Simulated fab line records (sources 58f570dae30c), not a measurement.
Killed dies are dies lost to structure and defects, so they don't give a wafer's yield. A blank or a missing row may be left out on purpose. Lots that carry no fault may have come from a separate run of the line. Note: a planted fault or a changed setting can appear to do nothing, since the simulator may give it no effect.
Split-lot experiment    flow berkeley_cmos170    5 lots, 23 wafers read, on a route of 331 steps

## THE SPLIT ITSELF
At UCB170_NSD_IMPLANT_08, the setting energy_kev was moved away from the recipe's 40 on 11 of the 23 wafers read, by -4.5% to +5.9%. This setting was run at the recipe's value on the other wafers.

## FROM THE SPLIT TO THE READING: what the file shows between them, 5 steps
- UCB170_NSD_STRIP_09: strips in O2
- UCB170_NSD_TW_MEAS_10
- UCB170_NSD_CLEAN_11: cleans in SPM, time 600 s
- UCB170_BACKSIDE_HMDS_00: prime time 60 s
- UCB170_SDANNEAL_RTA_01: time 5 s

## THE READING
At UCB170_SDANNEAL_RS_MEAS_03, a four-point-probe measurement gives NSD_RS in ohm/sq. Typical for fault-free wafers on this fab line: 37.30 ohm/sq, with standard deviation 0.068 ohm/sq.

wafer   tool, chamber at the split  energy_kev as run  against the recipe  NSD_RS, ohm/sq  against lot-mates on the recipe
L074.2  implanter-04, 0             40                 recipe              37.31           -
L074.3  implanter-04, 0             40                 recipe              37.23           -
L074.4  implanter-04, 0             40                 recipe              37.30           -
L077.1  implanter-01, 0             40                 recipe              37.34           -
L077.2  implanter-01, 0             40                 recipe              37.23           -
L077.3  implanter-01, 0             40                 recipe              37.32           -
L077.5  implanter-01, 0             42.19              +5.5%               36.67           -0.63
L077.6  implanter-01, 0             42.19              +5.5%               36.60           -0.70
L079.1  implanter-03, 0             40                 recipe              37.35           -
L079.2  implanter-03, 0             42.35              +5.9%               36.61           -0.74
L079.3  implanter-03, 0             42.35              +5.9%               36.61           -0.74
L079.4  implanter-03, 0             42.35              +5.9%               36.63           -0.72
L079.5  implanter-03, 0             40                 recipe              37.35           -
L083.1  implanter-01, 0             40                 recipe              37.24           -
L083.2  implanter-01, 0             38.19              -4.5%               37.84           +0.65
L083.4  implanter-01, 0             38.19              -4.5%               37.87           +0.68
L083.5  implanter-01, 0             38.19              -4.5%               37.74           +0.55
L083.6  implanter-01, 0             40                 recipe              37.14           -
L085.1  implanter-03, 0             42.01              +5.0%               36.75           -0.52
L085.2  implanter-03, 0             40                 recipe              37.30           -
L085.3  implanter-03, 0             42.01              +5.0%               36.71           -0.56
L085.4  implanter-03, 0             42.01              +5.0%               36.77           -0.50
L085.5  implanter-03, 0             40                 recipe              37.24           -

FIT RESULTS
A straight line over all 23 wafers: NSD_RS changes by -0.114 ohm/sq for each +1% of energy_kev; r = -0.99; the points scatter about the line by 0.055 ohm/sq.
The same after taking each lot's own level away (the mean of its wafers on the recipe; 23 wafers): -0.124 ohm/sq for each +1%; r = -0.99; scatter 0.054 ohm/sq.
On that fit, the largest move of energy_kev shifts the reading by 0.73 ohm/sq.
From 37.190 to 37.350 ohm/sq: that is the span of the lots' own levels, equal to 2.4 times the standard deviation above.
The two slopes are in agreement: the lot-to-lot level therefore moves the slope only a little.
Check: for one of the wafers moved furthest among these (+5.9%), held out of the fit, the line's prediction against its lot-mates is -0.702 ohm/sq. It came out at -0.74 ohm/sq against them.

## THE WHOLE CHAIN: every reading that the file lists as answering this split, in the file's order
step                        what it does                  reading                                                          change (the file's fit)                                                                 r (the file's)
UCB170_NSD_IMPLANT_08                                     implant.rp_nm (the simulator's own value, which no gauge read)   +0.475 nm for each +1% of the setting                                                   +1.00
UCB170_NSD_IMPLANT_08                                     implant.drp_nm (the simulator's own value, which no gauge read)  +0.179 nm for each +1% of the setting                                                   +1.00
UCB170_NSD_TW_MEAS_10                                     NSD_TW                                                           +11.6 for each +1% of the setting                                                       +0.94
UCB170_SDANNEAL_RS_MEAS_03  measures by four-point-probe  NSD_RS                                                           -0.121 for each +1% of the setting                                                      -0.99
UCB170_NSD_STRIP_09         strips in O2                  strip_time_to_endpoint_s                                         withheld for each +1% of the setting, in a fit together with resist_thk_nm@NSD_COAT_01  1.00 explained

## FILE'S OWN FIT
NSD_RS changes by -0.121 ohm/sq for each +1% of energy_kev, r = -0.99.
